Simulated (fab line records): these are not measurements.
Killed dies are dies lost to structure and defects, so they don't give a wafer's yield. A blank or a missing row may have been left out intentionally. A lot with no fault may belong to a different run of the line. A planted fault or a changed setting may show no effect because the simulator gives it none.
Split-lot experiment + flow berkeley-cmos170 + 23 wafers read across 5 lots, on a route 331 steps long

## ABOUT THE SPLIT
At UCB170_SCREENOX_OXIDATION_01 (target thk 14.4 nm, ox time 2400 s), the setting ox-time-s was moved away from the recipe's 2400 s on 20 of the 23 wafers read, by -6.7% to +10.4%. All remaining wafers had this setting at the recipe value.

There is no step in the file separating the split from the reading.

## THE READING
SCREENOX_OXIDE_THK, in nm, at UCB170_SCREENOX_THK_MEAS_02. A value of 14.43 nm with a standard deviation of 0.18 nm is what fault-free wafers of this fab line usually give.

| wafer  | tool, chamber at the split | ox-time-s as run, s | against the recipe | SCREENOX_OXIDE_THK, nm | against lot-mates on the recipe |
|--------|----------------------------|---------------------|--------------------|------------------------|---------------------------------|
| L074.1 | -, -                       | 2569                | +7.0%              | 14.82                  | no lot-mate on the recipe       |
| L074.2 | -, -                       | 2569                | +7.0%              | 15.10                  | no lot-mate on the recipe       |
| L074.3 | -, -                       | 2569                | +7.0%              | 14.96                  | no lot-mate on the recipe       |
| L074.4 | -, -                       | 2569                | +7.0%              | 14.82                  | no lot-mate on the recipe       |
| L074.5 | -, -                       | 2569                | +7.0%              | 15.03                  | no lot-mate on the recipe       |
| L076.1 | -, -                       | 2240                | -6.7%              | 13.47                  | no lot-mate on the recipe       |
| L076.2 | -, -                       | 2240                | -6.7%              | 13.44                  | no lot-mate on the recipe       |
| L076.3 | -, -                       | 2240                | -6.7%              | 13.48                  | no lot-mate on the recipe       |
| L076.5 | -, -                       | 2240                | -6.7%              | 13.42                  | no lot-mate on the recipe       |
| L076.6 | -, -                       | 2240                | -6.7%              | 13.57                  | no lot-mate on the recipe       |
| L079.1 | -, -                       | 2557                | +6.5%              | 15.11                  | no lot-mate on the recipe       |
| L079.2 | -, -                       | 2557                | +6.5%              | 15.16                  | no lot-mate on the recipe       |
| L079.3 | -, -                       | 2557                | +6.5%              | 15.06                  | no lot-mate on the recipe       |
| L079.5 | -, -                       | 2557                | +6.5%              | 14.96                  | no lot-mate on the recipe       |
| L079.6 | -, -                       | 2557                | +6.5%              | 15.16                  | no lot-mate on the recipe       |
| L082.2 | -, -                       | 2650                | +10.4%             | 15.47                  | no lot-mate on the recipe       |
| L082.3 | -, -                       | 2650                | +10.4%             | 15.47                  | no lot-mate on the recipe       |
| L082.4 | -, -                       | 2650                | +10.4%             | 15.59                  | no lot-mate on the recipe       |
| L082.5 | -, -                       | 2650                | +10.4%             | 15.58                  | no lot-mate on the recipe       |
| L082.6 | -, -                       | 2650                | +10.4%             | 15.52                  | no lot-mate on the recipe       |
| L083.3 | furnace-02, 0              | 2400                | recipe             | 14.58                  | -                               |
| L083.5 | furnace-02, 0              | 2400                | recipe             | 14.41                  | -                               |
| L083.6 | furnace-02, 0              | 2400                | recipe             | 14.46                  | -                               |

FIT RESULTS
A straight line over all 23 wafers: SCREENOX_OXIDE_THK changes by +0.115 nm for each +1% of ox-time-s; r = +0.98; the points scatter about the line by 0.14 nm.
Too few moved wafers with a lot-mate on the recipe to fit a line net of each lot's own level.

## THE WHOLE CHAIN: every reading that the file lists as answering this split, in the file's order
| step                         | what it does                       | reading                                                                               | change (the file's fit)               | r (the file's) |
|------------------------------|------------------------------------|---------------------------------------------------------------------------------------|---------------------------------------|----------------|
| UCB170_SCREENOX_OXIDATION_01 | target thk 14.4 nm, ox time 2400 s | SiO2_of_SCREENOX_OXIDATION_01.thk-nm (the simulator's own value, which no gauge read) | +0.115 nm for each +1% of the setting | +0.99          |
| UCB170_SCREENOX_THK_MEAS_02  |                                    | SCREENOX_OXIDE_THK                                                                    | +0.115 for each +1% of the setting    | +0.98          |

## THE FILE'S OWN FIT
SCREENOX_OXIDE_THK changes by +0.115 nm for each +1% of ox-time-s, r = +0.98.
